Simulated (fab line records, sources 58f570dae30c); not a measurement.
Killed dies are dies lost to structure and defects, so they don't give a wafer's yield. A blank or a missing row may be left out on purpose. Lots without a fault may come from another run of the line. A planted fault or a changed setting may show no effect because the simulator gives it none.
Chamber matching | flow berkeley_cmos170 | UCB170_NWELL_ETCH_13 on rie_diel-01: 4 sister chambers
The step etches Si3N4 in CH3F/Ar/O2, stops on SiO2, target depth 246.4 nm, time 154 s. 8 wafers are shown with their chamber, then 6 later ones without.

WAFERS WITH THEIR CHAMBER
wafer  | chamber | drypump_motor_current_A (A) | throttle_valve_pct (%)
L830.3 | 2       | 5.0                         | 8.03
L833.2 | 3       | 5.6                         | 8.18
L833.3 | 2       | 5.1                         | 8.05
L836.2 | 0       | 4.9                         | 7.98
L836.3 | 1       | 6.4                         | 7.90
L836.4 | 3       | 5.5                         | 8.19
L838.2 | 0       | 5.0                         | 8.00
L838.5 | 1       | 6.4                         | 7.93

WAFERS WITHOUT THEIR CHAMBER
wafer  | drypump_motor_current_A (A) | throttle_valve_pct (%)
L838.6 | 5.0                         | 8.01
L840.1 | 6.4                         | 7.91
L840.3 | 5.0                         | 8.02
L840.6 | 6.4                         | 7.91
L845.1 | 5.1                         | 8.03
L845.6 | 4.9                         | 8.00

WHICH CHAMBER EACH WENT THROUGH
wafer  | from the rows above     | in truth
L838.6 | can't be placed: 0 or 2 | 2
L840.1 | 1                       | 1
L840.3 | can't be placed: 2 or 0 | 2
L840.6 | 1                       | 1
L845.1 | 2                       | 2
L845.6 | 0                       | 0
Placed correctly: 4 of 6. Can't be placed from these rows: 2 (the true chamber is among the candidates in 2). Placed wrongly: 0.
How it was worked out, from the rows above alone: a wafer's distance from a chamber is the root of the sum, over the readings, of the square of ((its reading less the chamber's mean) divided by the reading's scatter). The wafer belongs to the nearest chamber; if the next one is less than 2 further off, it can't be placed. A chamber's mean is the mean of its shown wafers. The scatter: the root of (the sum of the squares of (reading less its chamber's mean) over the shown wafers, divided by (wafers less chambers)).
